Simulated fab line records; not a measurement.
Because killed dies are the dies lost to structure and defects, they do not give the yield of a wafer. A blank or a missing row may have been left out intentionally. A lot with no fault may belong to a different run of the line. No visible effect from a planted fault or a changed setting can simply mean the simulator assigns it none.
A lot that was struck, set against a sound lot / flow rit-cmos / 14 out of 202 route steps
Sound: wafers L971.1, L971.3, L971.4. Struck: wafers L983.3, L983.4, L983.6. The cause comes at the end.
Order at every step that has rows: each side's tool, ch and its chambers, its first start. Under that, the readings that differ: sound wafers / struck wafers / difference of the means / sigmas: that difference in standard deviations of wafers without a fault.
alike: a reading whose means differ by less than 2 such deviations, as well as words and numbers matching on both sides. not compared: withheld readings; readings where some wafer has no value; bounds like >300 that might hide an equal value; numbers whose values overlap and for which the record gives no deviation.
Wherever a step has rows on one side only, a row that says differs or no value, or a row with sigmas, the two part there. Numbers that have no deviation but don't overlap get no sigmas and don't part them. A reading that every wafer of one side lacks parts them only if that side has two wafers or more.

RIT_GATE_ETCH_19: etches poly-Si in SF6/CHF3/O2, stops on SiO2, time 165 s, target depth 312.5 nm.
  sound on rie-si-01 ch 0,1,2, day 3 05:01; struck on rie-si-02 ch 2,3, day 5 17:02
  alike: drypump-motor-current-A, oes-product-au, rf-fwd-power-W, throttle-valve-pct
  not compared: rf-hours-counter-h
RIT_GATE_STRIP_20: strips in O2, time 180 s.
  sound on plasma-asher-03 ch 0,1, day 3 05:07; struck on plasma-asher-03 ch 0,1, day 5 17:12
  alike: drypump-motor-current-A
  not compared: rf-hours-counter-h
RIT_GATE_CD_MEAS_90: the cd target is 150 nm.
  sound on cd-sem-01, day 3 05:18; struck on cd-sem-01, day 5 17:22
  alike: cd-nm
then, 4 steps without rows for these wafers: RIT_REOX_CLEAN_00 (cleans in SC1, time 600 s); RIT_REOX_CLEAN_01 (cleans in dHF, time 30 s); RIT_REOX_CLEAN_02 (cleans in SC2, time 600 s); RIT_REOX_OXIDATION_03 (target thk 25.2 nm, ox time 5580 s).
RIT_REOX_THK_MEAS_04:
  sound on film-metro-03, day 3 08:22; struck on film-metro-02, day 5 20:23
  alike: REOX_OXIDE_THK
then, 4 steps without rows for these wafers: RIT_NLDD_HMDS_00 (prime time 60 s); RIT_NLDD_COAT_01 (resist thk 1000 nm); RIT_NLDD_SOFTBAKE_02 (time 60 s); RIT_NLDD_EXPOSE_03 (exposes mask M7, target cd 40700 nm).
RIT_NLDD_PEB_04:
  struck on litho-track-02, day 5 21:14; sound on litho-track-02 ch 0, day 3 09:22
reading=exhaust-pa (Pa); sound=43.2 45.0 43.4; struck=- - -; difference=no value on the struck wafers; sigmas=
  not compared: chill-plate-temp-C
then, 1 step without rows for these wafers: RIT_NLDD_DEVELOP_05 (develop time 50 s).

## WHERE THEY PART
RIT_NLDD_PEB_04 only, going by this record.

WHY: whatever the simulator had introduced
Skipped step whole: litho-track-02, from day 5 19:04 on, at RIT_NLDD_PEB_04. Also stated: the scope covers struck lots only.
